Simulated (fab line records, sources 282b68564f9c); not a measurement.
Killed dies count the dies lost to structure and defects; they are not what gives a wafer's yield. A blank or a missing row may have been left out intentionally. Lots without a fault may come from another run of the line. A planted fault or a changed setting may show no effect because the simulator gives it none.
Split-lot trial	flow rit cmos	23 wafers read from 5 lots, route of 202 steps

== THE SPLIT ITSELF ==
At RIT_NSD_SOFTBAKE_02 (time 60 s), the setting temp c was moved away from the recipe's 90 C on 8 of the 23 wafers read, by -3.0% to +3.7%. For the rest of the wafers, this setting stayed at what the recipe calls for.

== FROM THE SPLIT TO THE READING: what the file shows between them, 2 steps ==
- RIT_NSD_EXPOSE_03: exposes mask M9, target cd 40700 nm
- RIT_NSD_PEB_04

== THE READING ==
NOVOLAK_of_NSD_COAT_01.thk nm (the simulator's own value, which no gauge read), in nm, at RIT_NSD_DEVELOP_05 (develop time 50 s). No usual value for it is given in the file. Average 999.8 nm, standard deviation 3 nm, over the 15 wafers here run with the recipe.

wafer	tool, chamber at the split	temp c as run, C	against the recipe	NOVOLAK_of_NSD_COAT_01.thk nm, nm	against lot-mates on the recipe
L074.2	litho track-04, 0	92.4	+2.7%	991.1	-7.9
L074.3	litho track-04, 0	92.4	+2.7%	989.8	-9.2
L074.4	litho track-04, 0	90	recipe	997	-
L074.5	litho track-04, 0	92.4	+2.7%	993.9	-5.1
L074.6	litho track-04, 0	90	recipe	1001	-
L079.1	litho track-02, 0	90	recipe	1001	-
L079.2	litho track-02, 0	90	recipe	997.2	-
L079.3	litho track-02, 0	93.31	+3.7%	991.4	-7.7
L079.5	litho track-02, 0	90	recipe	999.2	-
L079.6	litho track-02, 0	93.31	+3.7%	989.8	-9.3
L081.1	litho track-01, 0	87.3	-3.0%	1011	+8.0
L081.4	litho track-01, 0	87.3	-3.0%	1011	+8.0
L081.2	litho track-01, 0	90	recipe	1003	-
L081.5	litho track-01, 0	90	recipe	1003	-
L081.6	litho track-01, 0	87.3	-3.0%	1008	+5.0
L082.2	litho track-04, 0	90	recipe	998.4	-
L082.3	litho track-04, 0	90	recipe	994.9	-
L082.4	litho track-04, 0	90	recipe	996.1	-
L082.5	litho track-04, 0	90	recipe	997.5	-
L082.6	litho track-04, 0	90	recipe	997.7	-
L085.1	litho track-02, 0	90	recipe	1003	-
L085.4	litho track-02, 0	90	recipe	1004	-
L085.6	litho track-02, 0	90	recipe	1004	-

THE FIT
A straight line over all 23 wafers: NOVOLAK_of_NSD_COAT_01.thk nm changes by -3.01 nm for each +1% of temp c; r = -0.90; the points scatter about the line by 2.7 nm.
The same after taking each lot's own level away (the mean of its wafers on the recipe; 23 wafers): -2.44 nm for each +1%; r = -0.95; scatter 1.4 nm.
On that fit, the largest move of temp c shifts the reading by 9 nm.
Across the lots, their own levels run from 996.92 to 1003.67 nm, a range of 2.3 times the standard deviation given above.
So the slope is not independent of the lot-to-lot level: the two fits are not the same.
Check: with one of the wafers moved furthest among these (+3.7%) left out of the fit, the line predicts -9.45 nm for it against its lot-mates. It came out at -7.73 nm against them.

== ADDITIONAL SPLITS CARRIED BY THESE WAFERS ==
These wafers also went through other splits before the reading. Each is held against what the fit with the lots' levels taken away leaves over:
other split on the same wafers	wafers away from the commonest value	r with NOVOLAK_of_NSD_COAT_01.thk nm (lot level and that fit taken away)
RIT_ACTIVE_OXIDATION_01 ox time s	15	-0.13
RIT_FOX2_OXIDATION_00 ox time s	10	+0.10
RIT_FOX2_WET_ETCH_03 time s	18	-0.04
RIT_NWELL_IMPLANT_08 dose cm2	8	+0.23
RIT_PWELL_IMPLANT_08 dose cm2	8	+0.20
RIT_NRETRO_IMPLANT_08 energy kev	5	+0.30
RIT_PRETRO_COAT_01 spin rpm	9	-0.04
RIT_GATE_CVD_08 time s	15	-0.09
RIT_GATE_STRIP_20 o2 flow sccm	8	-0.40

== THE FILE'S OWN FIT ==
NOVOLAK_of_NSD_COAT_01.thk nm changes by -2.47 nm for each +1% of temp c, r = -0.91.
